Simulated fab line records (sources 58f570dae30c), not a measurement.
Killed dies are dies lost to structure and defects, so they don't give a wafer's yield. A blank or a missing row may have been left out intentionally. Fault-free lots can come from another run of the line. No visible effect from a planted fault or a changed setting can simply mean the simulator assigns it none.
A lot that was struck, set against a sound lot | flow berkeleyCmos170 | 16 steps out of a route of 331
Sound: these wafers, L779.4, L779.5, L779.6. Wafers struck: L776.3, L776.4, L776.6. The cause comes at the end.
Per side, at each step with rows, come the tool, then ch with its chambers, and then its first start. Under that, the readings that differ: sound wafers | struck wafers | difference of the means | sigmas: that difference in standard deviations of wafers without a fault.
alike: readings whose means differ by less than 2 such deviations, and words and numbers that are the same on both sides. not compared: withheld readings, readings that some wafer has no value for, bounds like >300 that may hide the same value, and numbers for which the record gives no deviation and whose values overlap.
A row with sigmas, a row that says differs or no value, or rows on one side alone: a step with any of these is where the two part. When numbers do not overlap yet have no deviation, they are printed without sigmas and do not part them. A reading missing from all wafers of one side parts the sides only when that side holds two or more wafers.

first, 1 step without rows for these wafers: UCB170_PWELL_OXIDATION_02 (target thk 26.4 nm, ox time 1260 s).
UCB170_PWELL_THK_MEAS_03:
  sound: filmMetro-04 at day 5 16:51; struck: filmMetro-02 at day 5 02:50
  alike: PWELL_OXIDE_THK
then, 2 steps without rows for these wafers: UCB170_PWELL_ANNEAL_04 (time 900 s); UCB170_PWELL_CVD_05 (deposits Si3N4 from SiH2Cl2/NH3, target thk 220 nm, time 3300 s).
UCB170_PWELL_THK_MEAS_06:
  sound: filmMetro-04 at day 5 21:47; struck: filmMetro-02 at day 5 10:16
  alike: PWELL_NITRIDE_THK
then, 6 steps without rows for these wafers: UCB170_PWELL_HMDS_07 (prime time 60 s); UCB170_PWELL_COAT_08 (resist thk 900 nm); UCB170_PWELL_SOFTBAKE_09 (time 60 s); UCB170_PWELL_EXPOSE_10 (exposes mask PWELL, target cd 3000 nm); UCB170_PWELL_PEB_11; UCB170_PWELL_DEVELOP_12 (develop time 45 s).
UCB170_PWELL_OVL_MEAS_13:
  sound: overlay-01 at day 5 23:13; struck: overlay-01 at day 5 11:37
  alike: PWELL_OVL
UCB170_PWELL_ETCH_14: etches Si3N4 in CH3F/Ar/O2, stops on SiO2, target depth 242 nm, time 151 s.
  sound on rieDiel-04 ch 0,1,2, day 5 23:17; struck on rieDiel-03 ch 0,1,2, day 5 11:39
  no value came back on the struck wafers for any of 5 readings (CH3F_flow_sccm (sccm), O2_flow_sccm (sccm) and others); on the sound wafers CH3F_flow_sccm (sccm) reads 19.92 20.03 20.06
reading                                     | sound             | struck           | difference | sigmas
model.KrF_of_PWELL_COAT_08.thkNm (nm)       | 721.3 716 719.9   | 880 878.7 879.8  | +160       | 
model.SiO2_of_PWELL_OXIDATION_02.thkNm (nm) | 23.17 22.61 22.31 | 27.24 27.14 27.1 | +4.46      | 
  not compared: rfHoursCounterH
following that, these wafers have no rows for 1 step: UCB170_PWELL_IMPLANT_15.
UCB170_PWELL_STRIP_16: strips in O2.
  sound on plasmaAsher-01 ch 0,1, day 5 23:31; struck on plasmaAsher-02 ch 0,1, day 5 11:56
reading                  | sound             | struck            | difference | sigmas
drypumpMotorCurrentA (A) | 5.2 5.2 5.5       | 5.8 6.5 6.5       | +1.0       | +2
oesProductAu (a.u.)      | 0.735 0.720 0.719 | 0.735 0.734 0.737 | +0.011     | +2
stripTimeToEndpointS (s) | 18.02 17.87 17.97 | 21.49 21.44 21.49 | +3.52      | +48
  not compared: rfHoursCounterH
UCB170_PWELL_TW_MEAS_17:
  sound: filmMetro-02 at day 5 23:37; struck: filmMetro-03 at day 5 12:01
reading  | sound       | struck      | difference | sigmas
PWELL_TW | 373 373 373 | 380 382 383 | +9         | +2

## WHERE THEY PART
At UCB170_PWELL_ETCH_14 first; at UCB170_PWELL_TW_MEAS_17 last (within this record only).

WHY: whatever the simulator had introduced
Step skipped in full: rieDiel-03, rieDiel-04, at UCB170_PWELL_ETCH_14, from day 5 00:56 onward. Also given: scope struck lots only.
